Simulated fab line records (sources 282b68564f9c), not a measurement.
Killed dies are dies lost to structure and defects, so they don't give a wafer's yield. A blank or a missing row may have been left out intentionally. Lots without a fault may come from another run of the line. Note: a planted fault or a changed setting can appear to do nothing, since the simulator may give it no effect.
fab line records -- flow rit-cmos
record lots=16, wafers=48, last-day=7
route steps=202 shown PLDD@120 NSD@134 M1@198
lots that met no fault: taken from a fault-free run of the same line
start-h: the number of hours between the record's first day and the start of the first shown wafer of the lot -- wait-h: hours elapsed since this lot's preceding step -- " unchanged from the row above -- L1.1+2: one row covering several wafers at once -- - no value, or no start given -- * or withheld: withheld -- < > ~ a bound
route shown NAME@n: NAME is a module with steps in the file, n the number in the route of the first one -- usual: average and standard deviation across the fault-free wafers -- same: alike in all rows -- chamber/n: place in a boat -- sites: per-site readings -- _std_site: standard deviation of those values -- _edge_site: inner sites' mean taken away from outer sites' mean -- radius-mm: for every site, how far away it sits from the centre of the wafer -- mask NAME#n: copy n -- behind: the most recent tool/chamber to have shaped the wafer -- hold: why the lot went on hold/how many hours it stayed there/how the hold came to an end -- device: the n, p or np transistor that did not switch -- end of line: tests run on the same wafers once the route is complete -- a step with no rows: only its recipe -- killed: count of dies lost to structure and defects at first sort (not the wafer's yield) -- map: a wafer's dies, x killed, . not, _ none there
set.NAME: the setting as run; set.NAME@STEP: as run at that earlier step -- model.NAME: the simulator's own value behind a step, which no gauge read
one table for each step of the route and one row for each wafer, over a sample of lots
services: the hour from which a tool's chamber was out of use, counted from the record's first day as start-h (under 0 if before that day), plus the number of hours and why
## steps
# step RIT_PLDD_OVL_MEAS_06
# usual PLDD_OVL=0.3/1.2
lot.wafer,tool,chamber,start-h,wait-h,PLDD_OVL[nm]
L385.2,overlay-01,-,45.16,-,-0.4
L385.4,overlay-01,-,45.16,-,0.5
L385.6,overlay-01,-,45.16,-,-0.4
L386.3,overlay-02,-,49.23,-,2.6
L386.4,overlay-02,-,49.23,-,2.4
L386.5,overlay-02,-,49.23,-,1.3
L387.2,overlay-01,-,57.98,-,1.9
L387.3,overlay-01,-,57.98,-,1.4
L387.4,overlay-01,-,57.98,-,1.5
L388.1,overlay-01,-,62.28,-,0.2
L388.4,overlay-01,-,62.28,-,-0.9
L388.6,overlay-01,-,62.28,-,0.4
L389.1,overlay-02,-,65.39,-,-0.4
L389.3,overlay-02,-,65.39,-,-1.8
L389.5,overlay-02,-,65.39,-,-2.4
L390.2,overlay-01,-,72.58,-,1.8
L390.3,overlay-01,-,72.58,-,-0.9
L390.4,overlay-01,-,72.58,-,1.2
L391.2,overlay-02,-,75.04,-,0.9
L391.3,overlay-02,-,75.04,-,-0.9
L391.4,overlay-02,-,75.04,-,-1.8
L392.3,overlay-02,-,79.72,-,-0.3
L392.5,overlay-02,-,79.72,-,-0.2
L392.6,overlay-02,-,79.72,-,-0.9
L393.3,overlay-01,-,84.94,-,-0.5
L393.4,overlay-01,-,84.94,-,-0.8
L393.6,overlay-01,-,84.94,-,-1.3
L394.4,overlay-01,-,90.77,-,-0.4
L394.5,overlay-01,-,90.77,-,-1.3
L394.6,overlay-01,-,90.77,-,-2.6
L395.4,overlay-01,-,93.92,-,1.5
L395.5,overlay-01,-,93.92,-,0.7
L395.6,overlay-01,-,93.92,-,0.8
L396.1,overlay-01,-,102.68,-,0.4
L396.2,overlay-01,-,102.68,-,1.3
L396.6,overlay-01,-,102.68,-,-0.4
L397.1,overlay-02,-,105.89,-,0.3
L397.2,overlay-02,-,105.89,-,-0.7
L397.6,overlay-02,-,105.89,-,-0.2
L398.2,overlay-02,-,114.09,-,-0.5
L398.3,overlay-02,-,114.09,-,1.0
L398.5,overlay-02,-,114.09,-,1.2
L404.1,overlay-02,-,140.20,-,0.0
L404.4,overlay-02,-,140.20,-,-1.5
L404.5,overlay-02,-,140.20,-,0.3
L406.1,overlay-01,-,153.21,-,2.9
L406.5,overlay-01,-,153.21,-,2.3
L406.6,overlay-01,-,153.21,-,1.8
# step RIT_NSD_EXPOSE_03
# recipe mask-id=M9, na=0.57, target-cd-nm=40700, dose-mj=250
# usual focus-offset-nm=0.0/0.52
lot.wafer,tool,chamber,start-h,wait-h,mask,focus-offset-nm
L385.2,iline-stepper-02,0,48.69,0.1,M9#0,-0.4
L385.4,iline-stepper-02,0,48.69,0.1,M9#0,0.6
L385.6,iline-stepper-02,0,48.69,0.1,M9#0,-0.8
L386.3,iline-stepper-01,0,53.18,0.2,M9#0,0.0
L386.4,iline-stepper-01,0,53.18,0.2,M9#0,-0.1
L386.5,iline-stepper-01,0,53.18,0.2,M9#0,-0.2
L387.2,iline-stepper-01,0,61.57,0.1,M9#0,0.2
L387.3,iline-stepper-01,0,61.57,0.1,M9#0,0.1
L387.4,iline-stepper-01,0,61.57,0.1,M9#0,0.4
L388.1,iline-stepper-02,0,66.50,0.2,M9#0,-0.8
L388.4,iline-stepper-02,0,66.50,0.2,M9#0,0.3
L388.6,iline-stepper-02,0,66.50,0.2,M9#0,-0.1
L389.1,iline-stepper-01,0,69.03,0.2,M9#0,-0.4
L389.3,iline-stepper-01,0,69.03,0.2,M9#0,0.5
L389.5,iline-stepper-01,0,69.03,0.2,M9#0,-1.0
L390.2,iline-stepper-01,0,76.11,0.1,M9#0,-0.5
L390.3,iline-stepper-01,0,76.11,0.1,M9#0,-0.1
L390.4,iline-stepper-01,0,76.11,0.1,M9#0,0.2
L391.2,iline-stepper-02,0,78.70,0.2,M9#0,0.5
L391.3,iline-stepper-02,0,78.70,0.2,M9#0,-0.7
L391.4,iline-stepper-02,0,78.70,0.2,M9#0,-0.3
L392.3,iline-stepper-01,0,83.39,0.2,M9#0,-0.5
L392.5,iline-stepper-01,0,83.39,0.2,M9#0,-0.4
L392.6,iline-stepper-01,0,83.39,0.2,M9#0,0.3
L393.3,iline-stepper-01,0,88.48,0.1,M9#0,-1.1
L393.4,iline-stepper-01,0,88.48,0.1,M9#0,-0.5
L393.6,iline-stepper-01,0,88.48,0.1,M9#0,-0.1
L394.4,iline-stepper-01,0,94.32,0.1,M9#0,-0.4
L394.5,iline-stepper-01,0,94.32,0.1,M9#0,-0.6
L394.6,iline-stepper-01,0,94.32,0.1,M9#0,-0.1
L395.4,iline-stepper-01,0,97.49,0.1,M9#0,-0.4
L395.5,iline-stepper-01,0,97.49,0.1,M9#0,0.5
L395.6,iline-stepper-01,0,97.49,0.1,M9#0,1.3
L396.1,iline-stepper-02,0,106.35,0.2,M9#0,0.8
L396.2,iline-stepper-02,0,106.35,0.2,M9#0,0.4
L396.6,iline-stepper-02,0,106.35,0.2,M9#0,0.0
L397.1,iline-stepper-02,0,109.76,0.1,M9#0,0.2
L397.2,iline-stepper-02,0,109.76,0.1,M9#0,0.3
L397.6,iline-stepper-02,0,109.76,0.1,M9#0,-0.4
L398.2,iline-stepper-02,0,117.69,0.1,M9#0,0.7
L398.3,iline-stepper-02,0,117.69,0.1,M9#0,-0.1
L398.5,iline-stepper-02,0,117.69,0.1,M9#0,1.4
L404.1,iline-stepper-02,0,143.95,0.2,M9#0,0.3
L404.4,iline-stepper-02,0,143.95,0.2,M9#0,0.1
L404.5,iline-stepper-02,0,143.95,0.2,M9#0,-0.5
L406.1,iline-stepper-02,0,156.87,0.2,M9#0,-0.1
L406.5,iline-stepper-02,0,156.87,0.2,M9#0,0.7
L406.6,iline-stepper-02,0,156.87,0.2,M9#0,-0.8
# step RIT_NSD_OVL_MEAS_06
# usual NSD_OVL=0.0/1.1
lot.wafer,tool,chamber,start-h,wait-h,NSD_OVL[nm]
L385.2,overlay-01,-,49.07,-,0.2
L385.4,overlay-01,-,49.07,-,1.0
L385.6,overlay-01,-,49.07,-,1.2
L386.3,overlay-01,-,53.55,-,-0.9
L386.4,overlay-01,-,53.55,-,-1.2
L386.5,overlay-01,-,53.55,-,-1.5
L387.2,overlay-02,-,61.96,-,0.3
L387.3,overlay-02,-,61.96,-,-0.2
L387.4,overlay-02,-,61.96,-,0.1
L388.1,overlay-02,-,66.90,-,1.5
L388.4,overlay-02,-,66.90,-,1.2
L388.6,overlay-02,-,66.90,-,-0.2
L389.1,overlay-01,-,69.43,-,-0.3
L389.3,overlay-01,-,69.43,-,0.7
L389.5,overlay-01,-,69.43,-,-0.3
L390.2,overlay-02,-,76.50,-,0.3
L390.3,overlay-02,-,76.50,-,-0.8
L390.4,overlay-02,-,76.50,-,-0.7
L391.2,overlay-02,-,79.08,-,2.2
L391.3,overlay-02,-,79.08,-,2.3
L391.4,overlay-02,-,79.08,-,1.3
L392.3,overlay-01,-,83.76,-,3638.6
L392.5,overlay-01,-,83.76,-,3638.0
L392.6,overlay-01,-,83.76,-,3639.1
L393.3,overlay-01,-,88.86,-,3637.0
L393.4,overlay-01,-,88.86,-,3636.8
L393.6,overlay-01,-,88.86,-,3638.3
L394.4,overlay-02,-,94.68,-,3636.7
L394.5,overlay-02,-,94.68,-,3636.7
L394.6,overlay-02,-,94.68,-,3637.1
L395.4,overlay-01,-,97.85,-,3637.0
L395.5,overlay-01,-,97.85,-,3638.5
L395.6,overlay-01,-,97.85,-,3636.9
L396.1,overlay-02,-,106.75,-,1.0
L396.2,overlay-02,-,106.75,-,-0.2
L396.6,overlay-02,-,106.75,-,-1.0
L397.1,overlay-01,-,110.16,-,-0.4
L397.2,overlay-01,-,110.16,-,1.0
L397.6,overlay-01,-,110.16,-,0.8
L398.2,overlay-01,-,118.07,-,0.4
L398.3,overlay-01,-,118.07,-,0.2
L398.5,overlay-01,-,118.07,-,1.0
L404.1,overlay-01,-,144.35,-,1.1
L404.4,overlay-01,-,144.35,-,1.7
L404.5,overlay-01,-,144.35,-,1.0
L406.1,overlay-02,-,157.27,-,-1.1
L406.5,overlay-02,-,157.27,-,1.0
L406.6,overlay-02,-,157.27,-,0.3
# step RIT_M1_STRIP_14
# recipe chemistry=O2, time-s=180, platen-temp-c=withheld, power-w=500, pressure-mtorr=4000, o2-flow-sccm=4000
# usual drypump-motor-current-A=5.9/0.59
# same time-s=180
lot.wafer,tool,chamber,start-h,wait-h,drypump-motor-current-A,rf-hours-counter-h
L385.2,plasma-asher-01,1,57.11,0.0,6.0,41
L385.4,plasma-asher-01,0,57.11,0.0,6.6,-
L385.6,plasma-asher-01,1,57.11,0.0,6.0,-
L386.3,plasma-asher-02,0,61.79,0.1,4.6,-
L386.4,plasma-asher-02,1,61.79,0.1,6.4,-
L386.5,plasma-asher-02,1,61.79,0.1,6.4,-
L387.2,plasma-asher-01,0,69.89,0.0,6.6,42
L387.3,plasma-asher-01,0,69.89,0.0,6.6,-
L387.4,plasma-asher-01,1,69.89,0.0,6.1,-
L388.1,plasma-asher-04,1,74.80,0.0,5.2,44
L388.4,plasma-asher-04,1,74.80,0.0,5.2,-
L388.6,plasma-asher-04,1,74.80,0.0,5.2,-
L389.1,plasma-asher-01,1,77.20,0.0,6.0,43
L389.3,plasma-asher-01,1,77.20,0.0,6.0,-
L389.5,plasma-asher-01,0,77.20,0.0,6.6,-
L390.2,plasma-asher-02,1,84.64,0.0,6.4,44
L390.3,plasma-asher-02,1,84.64,0.0,6.4,-
L390.4,plasma-asher-02,0,84.64,0.0,4.6,-
L391.2,plasma-asher-04,0,87.16,0.0,6.0,45
L391.3,plasma-asher-04,0,87.16,0.0,5.9,-
L391.4,plasma-asher-04,1,87.16,0.0,5.2,-
L392.3,plasma-asher-01,0,92.09,0.1,6.6,-
L392.5,plasma-asher-01,0,92.09,0.1,6.6,-
L392.6,plasma-asher-01,1,92.09,0.1,6.0,-
L394.4,plasma-asher-01,0,103.11,0.1,6.6,-
L394.5,plasma-asher-01,0,103.11,0.1,6.6,-
L394.6,plasma-asher-01,1,103.11,0.1,6.0,-
L396.1,plasma-asher-01,0,115.21,0.0,6.6,47
L396.2,plasma-asher-01,1,115.21,0.0,6.0,47
L396.6,plasma-asher-01,0,115.21,0.0,6.6,-
L397.1,plasma-asher-02,1,118.34,0.0,6.4,0
L397.2,plasma-asher-02,0,118.34,0.0,4.6,0
L397.6,plasma-asher-02,1,118.34,0.0,6.4,-
L398.2,plasma-asher-01,0,126.12,0.0,6.6,49
L398.3,plasma-asher-01,1,126.12,0.0,6.0,-
L398.5,plasma-asher-01,0,126.12,0.0,6.6,-
L404.1,plasma-asher-04,0,152.48,0.0,6.0,52
L404.4,plasma-asher-04,1,152.48,0.0,5.2,-
L404.5,plasma-asher-04,1,152.48,0.0,5.2,-
L406.1,plasma-asher-04,1,165.36,0.0,5.2,54
L406.5,plasma-asher-04,0,165.36,0.0,5.9,-
L406.6,plasma-asher-04,1,165.36,0.0,5.2,-
# step RIT_M1_CD_MEAS_90
# recipe target-cd-nm=2600
# usual cd-nm=2599/3.3
lot.wafer,tool,chamber,start-h,wait-h,cd-nm
L385.2,cd-sem-01,-,57.31,0.1,2600
L385.4,cd-sem-01,-,57.31,0.1,2601
L385.6,cd-sem-01,-,57.31,0.1,2598
L386.3,cd-sem-01,-,61.95,0.1,2600
L386.4,cd-sem-01,-,61.95,0.1,2600
L386.5,cd-sem-01,-,61.95,0.1,2598
L387.2,cd-sem-01,-,70.08,0.1,2599
L387.3,cd-sem-01,-,70.08,0.1,2607
L387.4,cd-sem-01,-,70.08,0.1,2599
L388.1,cd-sem-01,-,74.98,0.1,2596
L388.4,cd-sem-01,-,74.98,0.1,2594
L388.6,cd-sem-01,-,74.98,0.1,2595
L389.1,cd-sem-01,-,77.37,0.1,2598
L389.3,cd-sem-01,-,77.37,0.1,2596
L389.5,cd-sem-01,-,77.37,0.1,2598
L390.2,cd-sem-01,-,84.84,0.1,2600
L390.3,cd-sem-01,-,84.84,0.1,2604
L390.4,cd-sem-01,-,84.84,0.1,2599
L391.2,cd-sem-01,-,87.35,0.1,2596
L391.3,cd-sem-01,-,87.35,0.1,2603
L391.4,cd-sem-01,-,87.35,0.1,2596
L392.3,cd-sem-01,-,92.25,0.1,2598
L392.5,cd-sem-01,-,92.25,0.1,2597
L392.6,cd-sem-01,-,92.25,0.1,2598
L394.4,cd-sem-01,-,103.29,0.1,2600
L394.5,cd-sem-01,-,103.29,0.1,2599
L394.6,cd-sem-01,-,103.29,0.1,2603
L396.1,cd-sem-01,-,115.40,0.1,2600
L396.2,cd-sem-01,-,115.40,0.1,2602
L396.6,cd-sem-01,-,115.40,0.1,2603
L397.1,cd-sem-01,-,118.52,0.1,2602
L397.2,cd-sem-01,-,118.52,0.1,2599
L397.6,cd-sem-01,-,118.52,0.1,2600
L398.2,cd-sem-02,-,126.31,0.1,2596
L398.3,cd-sem-02,-,126.31,0.1,2598
L398.5,cd-sem-02,-,126.31,0.1,2598
L404.1,cd-sem-01,-,152.65,0.1,2604
L404.4,cd-sem-01,-,152.65,0.1,2600
L404.5,cd-sem-01,-,152.65,0.1,2605
L406.1,cd-sem-01,-,165.53,0.1,2601
L406.5,cd-sem-01,-,165.53,0.1,2604
L406.6,cd-sem-01,-,165.53,0.1,2599
# step RIT_M1_PROBE_99
# usual killed-at-front-end=6/3.2, killed-dies=7/3.2, killed-on-rim=1.7/1.4, killed-open=3.4/1.8, killed-short=3.2/2.3
# same gross-dies=264, killed_at_M0_to_M3=0, killed_at_M4_up=0, killed-at-back-side=0, killed-at-contacts=0, killed-at-other=0
lot.wafer,tool,chamber,start-h,wait-h,killed-at-front-end,killed-dies,killed-on-rim,killed-open,killed-short
L385.2,prober-01,-,59.08,0.1,4,4,1,3,1
L385.4,prober-01,-,59.18,0.2,2,2,1,1,1
L385.6,prober-01,-,59.28,0.2,6,6,1,3,3
L386.3,prober-02,-,63.75,0.2,16,16,3,6,10
L386.4,prober-02,-,63.80,0.2,11,11,3,8,3
L386.5,prober-02,-,63.85,0.2,5,5,1,3,2
L387.2,prober-01,-,71.85,0.1,5,5,1,1,4
L387.3,prober-01,-,71.90,0.2,3,3,0,1,2
L387.4,prober-01,-,71.95,0.2,5,5,1,4,1
L388.1,prober-02,-,76.72,0.1,8,8,0,4,4
L388.4,prober-02,-,76.87,0.2,3,3,2,1,2
L388.6,prober-02,-,76.97,0.2,4,4,0,2,2
L389.1,prober-01,-,79.11,0.1,13,13,5,4,9
L389.3,prober-01,-,79.21,0.2,7,7,2,3,4
L389.5,prober-01,-,79.31,0.2,6,6,2,4,2
L390.2,prober-02,-,86.61,0.1,11,11,3,3,8
L390.3,prober-02,-,86.66,0.2,10,10,3,8,2
L390.4,prober-02,-,86.71,0.2,5,5,2,5,0
L391.2,prober-01,-,92.15,0.1,4,4,1,2,2
L391.3,prober-01,-,92.20,0.2,5,5,1,1,4
L391.4,prober-01,-,92.25,0.2,3,3,0,1,2
L392.3,prober-02,-,94.05,0.2,251,251,69,4,3
L392.5,prober-02,-,94.15,0.2,257,257,70,3,2
L392.6,prober-02,-,94.20,0.2,259,259,69,3,2
L394.4,prober-02,-,105.12,0.2,256,256,66,5,0
L394.5,prober-02,-,105.17,0.2,259,259,68,7,5
L394.6,prober-02,-,105.22,0.2,256,256,69,4,3
L396.1,prober-02,-,117.14,0.1,9,9,3,5,4
L396.2,prober-02,-,117.19,0.1,9,9,3,5,4
L396.6,prober-02,-,117.39,0.2,8,8,1,2,6
L397.1,prober-01,-,120.26,0.1,9,9,2,3,6
L397.2,prober-01,-,120.31,0.1,7,7,1,5,2
L397.6,prober-01,-,120.51,0.2,4,4,1,4,0
L398.2,prober-02,-,128.08,0.1,6,6,2,6,0
L398.3,prober-02,-,128.13,0.2,5,5,3,3,2
L398.5,prober-02,-,128.23,0.2,2,2,0,2,0
L404.1,prober-02,-,154.39,0.1,7,7,1,1,6
L404.4,prober-02,-,154.54,0.2,8,8,3,7,1
L404.5,prober-02,-,154.59,0.2,12,12,5,5,7
L406.1,prober-02,-,167.27,0.1,7,7,0,3,4
L406.5,prober-02,-,167.47,0.2,10,10,1,7,3
L406.6,prober-02,-,167.52,0.2,4,4,2,2,2
# killed by level:class
L385.2 GATE:geometric-particle:open=2 GATE:geometric-particle:short=1 REOX:geometric-particle:open=1
L385.4 FOX2:geometric-particle:open=1 GATE:geometric-particle:short=1
L385.6 GATE:geometric-particle:open=1 GATE:geometric-particle:short=1 REOX:geometric-particle:open=1 SPACER:geometric-particle:short=1 SILICIDE:geometric-particle:short=1 SILICIDE:geometric-particle:open=1
L386.3 SILICIDE:geometric-particle:short=5 SILICIDE:geometric-particle:open=3 FOX1:geometric-particle:short=2 REOX:geometric-particle:short=2 FOX1:geometric-particle:open=1 FOX2:geometric-particle:short=1 GATE:geometric-particle:open=1 REOX:geometric-particle:open=1
L386.4 GATE:geometric-particle:open=4 REOX:geometric-particle:open=2 FOX1:geometric-particle:short=1 REOX:geometric-particle:short=1 SPACER:geometric-particle:open=1 SILICIDE:geometric-particle:short=1 SILICIDE:geometric-particle:open=1
L386.5 FOX1:geometric-particle:open=1 FOX1:geometric-particle:short=1 GATE:geometric-particle:short=1 REOX:geometric-particle:open=1 SPACER:geometric-particle:open=1
L387.2 GATE:geometric-particle:short=4 GATE:geometric-particle:open=1
L387.3 GATE:geometric-particle:open=1 GATE:geometric-particle:short=1 REOX:geometric-particle:short=1
L387.4 FOX1:geometric-particle:open=2 FOX1:geometric-particle:short=1 FOX2:geometric-particle:open=1 SPACER:geometric-particle:open=1
L388.1 GATE:geometric-particle:short=4 GATE:geometric-particle:open=3 REOX:geometric-particle:open=1
L388.4 FOX1:geometric-particle:short=1 REOX:geometric-particle:short=1 REOX:geometric-particle:open=1
L388.6 GATE:geometric-particle:short=1 GATE:geometric-particle:open=1 SPACER:geometric-particle:open=1 SILICIDE:geometric-particle:short=1
L389.1 GATE:geometric-particle:short=5 GATE:geometric-particle:open=3 FOX1:geometric-particle:short=2 SILICIDE:geometric-particle:short=2 FOX1:geometric-particle:open=1
L389.3 GATE:geometric-particle:open=2 SPACER:geometric-particle:short=2 FOX1:geometric-particle:open=1 FOX1:geometric-particle:short=1 GATE:geometric-particle:short=1
L389.5 GATE:geometric-particle:short=2 SILICIDE:geometric-particle:open=2 GATE:geometric-particle:open=1 REOX:geometric-particle:open=1
L390.2 GATE:geometric-particle:short=3 SILICIDE:geometric-particle:short=3 SILICIDE:geometric-particle:open=2 FOX2:geometric-particle:short=1 REOX:geometric-particle:open=1 REOX:geometric-particle:short=1
L390.3 SILICIDE:geometric-particle:open=4 GATE:geometric-particle:open=2 FOX1:geometric-particle:open=1 FOX2:geometric-particle:short=1 REOX:geometric-particle:short=1 SPACER:geometric-particle:open=1
L390.4 GATE:geometric-particle:open=2 FOX1:geometric-particle:open=1 FOX2:geometric-particle:open=1 SILICIDE:geometric-particle:open=1
L391.2 GATE:geometric-particle:open=2 FOX1:geometric-particle:short=1 SILICIDE:geometric-particle:short=1
L391.3 GATE:geometric-particle:short=3 GATE:geometric-particle:open=1 REOX:geometric-particle:short=1
L391.4 SILICIDE:geometric-particle:short=2 SILICIDE:geometric-particle:open=1
L392.3 NSD:overlay=244 GATE:geometric-particle:open=2 FOX1:geometric-particle:open=1 FOX1:geometric-particle:short=1 SPACER:geometric-particle:open=1 GATE:geometric-particle:short=1 SPACER:geometric-particle:short=1
L392.5 NSD:overlay=252 GATE:geometric-particle:short=2 GATE:geometric-particle:open=1 REOX:geometric-particle:open=1 SILICIDE:geometric-particle:open=1
L392.6 NSD:overlay=254 FOX1:geometric-particle:open=1 FOX1:geometric-particle:short=1 GATE:geometric-particle:short=1 GATE:geometric-particle:open=1 SILICIDE:geometric-particle:open=1
L394.4 NSD:overlay=251 SPACER:geometric-particle:open=2 GATE:geometric-particle:open=1 REOX:geometric-particle:open=1 SILICIDE:geometric-particle:open=1
L394.5 NSD:overlay=247 GATE:geometric-particle:short=4 FOX2:geometric-particle:open=3 FOX1:geometric-particle:open=2 GATE:geometric-particle:open=2 FOX1:geometric-particle:short=1
L394.6 NSD:overlay=249 FOX1:geometric-particle:open=1 FOX2:geometric-particle:short=1 GATE:geometric-particle:short=1 REOX:geometric-particle:open=1 SPACER:geometric-particle:short=1 SPACER:geometric-particle:open=1 SILICIDE:geometric-particle:open=1
L396.1 GATE:geometric-particle:short=3 GATE:geometric-particle:open=3 FOX1:geometric-particle:short=1 REOX:geometric-particle:open=1 SILICIDE:geometric-particle:open=1
L396.2 GATE:geometric-particle:short=3 FOX1:geometric-particle:open=2 GATE:geometric-particle:open=2 FOX2:geometric-particle:open=1 REOX:geometric-particle:short=1
L396.6 GATE:geometric-particle:short=3 FOX1:geometric-particle:short=1 GATE:geometric-particle:open=1 REOX:geometric-particle:short=1 SILICIDE:geometric-particle:open=1 SILICIDE:geometric-particle:short=1
L397.1 FOX1:geometric-particle:short=2 FOX2:geometric-particle:open=2 GATE:geometric-particle:short=2 FOX1:geometric-particle:open=1 FOX2:geometric-particle:short=1 REOX:geometric-particle:short=1
L397.2 FOX1:geometric-particle:open=2 FOX2:geometric-particle:open=1 GATE:geometric-particle:open=1 GATE:geometric-particle:short=1 REOX:geometric-particle:short=1 SPACER:geometric-particle:open=1
L397.6 GATE:geometric-particle:open=2 REOX:geometric-particle:open=1 SILICIDE:geometric-particle:open=1
L398.2 FOX1:geometric-particle:open=3 GATE:geometric-particle:open=1 SPACER:geometric-particle:open=1 SILICIDE:geometric-particle:open=1
L398.3 FOX1:geometric-particle:short=1 GATE:geometric-particle:short=1 GATE:geometric-particle:open=1 REOX:geometric-particle:open=1 SPACER:geometric-particle:open=1
L398.5 SPACER:geometric-particle:open=1 SILICIDE:geometric-particle:open=1
L404.1 GATE:geometric-particle:short=2 REOX:geometric-particle:short=2 FOX2:geometric-particle:open=1 SPACER:geometric-particle:short=1 SILICIDE:geometric-particle:short=1
L404.4 REOX:geometric-particle:open=3 GATE:geometric-particle:open=2 FOX1:geometric-particle:open=1 SPACER:geometric-particle:open=1 SILICIDE:geometric-particle:short=1
L404.5 GATE:geometric-particle:short=5 GATE:geometric-particle:open=4 REOX:geometric-particle:short=2 SPACER:geometric-particle:open=1
L406.1 GATE:geometric-particle:short=3 GATE:geometric-particle:open=2 FOX2:geometric-particle:open=1 SILICIDE:geometric-particle:short=1
L406.5 GATE:geometric-particle:open=6 FOX1:geometric-particle:short=1 FOX1:geometric-particle:open=1 GATE:geometric-particle:short=1 SPACER:geometric-particle:short=1
L406.6 FOX1:geometric-particle:short=1 FOX2:geometric-particle:short=1 GATE:geometric-particle:open=1 SPACER:geometric-particle:open=1
## services
tool,chamber,start-h,hours,kind
plasma-asher-04,-,52.09,2.0,repair
plasma-asher-04,-,81.01,2.8,pm
plasma-asher-02,-,108.75,9.0,pm
plasma-asher-02,0,108.75,9.0,vent-cycle
plasma-asher-02,1,108.75,9.0,vent-cycle
iline-stepper-02,-,110.15,1.7,pm
iline-stepper-01,-,113.32,1.7,pm
plasma-asher-02,0,117.75,-,clean
plasma-asher-02,1,117.75,-,clean
iline-stepper-02,-,119.40,11.1,repair
plasma-asher-02,-,162.88,14.6,pm
## key
first-sign step=RIT_NSD_OVL_MEAS_06, reading=NSD_OVL, direction=up, sigmas=99+, usual=0.0, struck=3637.6
effect step=RIT_M1_PROBE_99, reading=killed-at-front-end, direction=up, sigmas=79, usual=6, struck=256
more-kills-born-at RIT_NSD_EXPOSE_03@iline-stepper-01=1497
met-at RIT_NSD_EXPOSE_03
struck-lots L392,L393,L394,L395
rows-end L393.3,L393.4,L393.6,L395.4,L395.5,L395.6
tester-left-out L392,L394
not-acting-at RIT_PLDD_OVL_MEAS_06,RIT_M1_STRIP_14,RIT_M1_CD_MEAS_90
onset-between 76.11 83.39
fault kind=scanner-matching-overlay, tool=iline-stepper-01, chamber=-, onset-h=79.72, steps=RIT_NSD_EXPOSE_03, offset=3637.4
# tester-left-out: of these lots the tester's yield and bins aren't shown, on N5 and GAA mostly nor the transistor test; their killed dies are dies lost to structure and defects alone, not to doping, threshold or leakage, so they don't give the yield
# rows-end: these wafers met a further fault down the route, and their rows from its step on are left out
